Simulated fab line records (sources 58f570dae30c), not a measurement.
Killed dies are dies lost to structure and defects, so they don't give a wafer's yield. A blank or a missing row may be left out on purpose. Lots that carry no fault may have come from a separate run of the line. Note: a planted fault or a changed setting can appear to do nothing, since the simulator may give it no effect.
What tool caused it? ; flow berkeleyCmos170 ; 16 lots, 48 wafers sampled, at 4 steps of a route of 331

WHAT EACH GAUGE READ, for each wafer
UCB170_PWELL_TW_MEAS_17.
lot;measured;on;PWELL_TW
L438;day 3 13:07;filmMetro-03;379.1 377.8 380.0
L440;day 3 23:57;filmMetro-03;379.5 377.8 378.8
L439;day 4 00:13;filmMetro-04;383.0 379.2 381.3
L441;day 4 08:22;filmMetro-03;379.8 380.5 380.6
L442;day 4 08:32;filmMetro-03;379.9 383.1 381.8
L444;day 4 20:36;filmMetro-03;378.4 380.3 380.9
L445;day 4 20:53;filmMetro-04;381.0 384.4 381.2
L447;day 5 08:14;filmMetro-04;376.9 378.5 378.2
L449;day 5 17:50;filmMetro-03;382.6 380.2 379.0
L448;day 5 18:23;filmMetro-04;379.0 379.1 379.4
L450;day 6 01:34;filmMetro-03;383.9 382.5 382.3
L451;day 6 01:48;filmMetro-03;380.3 382.1 377.6
L453;day 6 09:03;filmMetro-04;814.2 812.6 812.3
L452;day 6 09:06;filmMetro-02;799.3 798.0 795.7
L454;day 6 23:07;filmMetro-03;817.5 820.9 814.4
L455;day 6 23:13;filmMetro-02;805.0 800.7 802.3

UCB170_PSD_OVL_MEAS_07.
lot;measured;on;PSD_OVL (nm)
L438;day 8 03:33;overlay-01;-12 -13 -19
L440;day 8 19:39;overlay-01;-19 -14 -11
L439;day 8 19:17;overlay-02;0 6 9
L441;day 8 19:46;overlay-02;-3 -9 -7
L442;day 8 19:25;overlay-01;-2 -7 -12
L444;day 9 12:49;overlay-01;-1 -4 1
L445;day 9 12:41;overlay-02;-12 -4 -6
L447;day 10 04:06;overlay-01;2 -7 -2
L449;day 10 10:07;overlay-01;-8 -15 -13
L448;day 10 09:50;overlay-01;6 2 0
L450;day 11 00:22;overlay-02;2 2 1
L451;day 11 00:15;overlay-01;-9 5 -6

UCB170_NSD_OVL_MEAS_07.
lot;measured;on;NSD_OVL (nm)
L438;day 8 05:18;overlay-01;-7 -13 -11
L440;day 8 21:41;overlay-02;3 10 8
L439;day 8 20:57;overlay-02;0 -2 -2
L441;day 8 21:41;overlay-01;-2 -6 3
L442;day 8 21:29;overlay-01;-9 4 -4
L444;day 9 14:46;overlay-02;-4 1 3
L445;day 9 14:33;overlay-02;6 -4 -1
L447;day 10 05:53;overlay-02;-3 0 -3
L449;day 10 12:35;overlay-01;-4 -9 -4
L448;day 10 11:52;overlay-02;-3 -3 -2
L450;day 11 05:01;overlay-02;-12 -6 -3
L451;day 11 04:22;overlay-01;3 2 4

TOOL THAT RAN EACH LOT (tool first, then ch and the chambers of the sampled wafers, then the start)
lot;UCB170_PWELL_IMPLANT_15
L438;implanter-03 ch 0, day 3 12:52
L440;implanter-04 ch 0, day 3 23:43
L439;implanter-02 ch 0, day 3 23:58
L441;implanter-02 ch 0, day 4 08:07
L442;implanter-04 ch 0, day 4 08:17
L444;implanter-03 ch 0, day 4 20:21
L445;implanter-04 ch 0, day 4 20:39
L447;implanter-04 ch 0, day 5 08:01
L449;implanter-02 ch 0, day 5 17:35
L448;implanter-04 ch 0, day 5 18:08
L450;implanter-02 ch 0, day 6 01:19
L451;implanter-04 ch 0, day 6 01:32
L453;implanter-02 ch 0, day 6 08:48
L452;implanter-04 ch 0, day 6 08:51
L454;implanter-02 ch 0, day 6 22:52
L455;implanter-03 ch 0, day 6 22:58
- UCB170_PWELL_IMPLANT_15

AS READ BY THE TOOLS THEMSELVES (means over the sampled wafers that have a number; for cases with no such wafer, the mark the record gives instead)
The record holds no such reading with a usual standard deviation.

THE ANSWER, worked out from the rows above alone
Rule: usual is defined by the lots themselves. The widest of any qualifying gaps counts: lots, ordered by their means at a reading, are off when they make up no more than a third of the lots, leave a main group of 4 or more, and stand apart from it by 3 or more times the standard deviation of that group's means. If all means in a main group match to the digits the tables above print for the reading, that group is not used. A lot without any number at a reading at which 4 lots or more have one is off too. All remaining lots with rows at the step are treated as sound. After the gauges, taken in route order, come the tools' own readings; for these a lot's mean is taken, as printed above. At the first step where some lot is off, the reading lying furthest off is the one used; lots without a number count as furthest.
Off: L453, L452, L454, L455, at UCB170_PWELL_TW_MEAS_17 (PWELL_TW). The main group: mean 380.3, standard deviation 1.4.
If a tool, at a process step before that reading, ran all the lots that are off and no sound lot after the first of them, it fits. Gauges at UCB170_PWELL_TW_MEAS_17: tried the same way as those tools. None of those tried fits.

WHAT THE SIMULATOR PUT IN
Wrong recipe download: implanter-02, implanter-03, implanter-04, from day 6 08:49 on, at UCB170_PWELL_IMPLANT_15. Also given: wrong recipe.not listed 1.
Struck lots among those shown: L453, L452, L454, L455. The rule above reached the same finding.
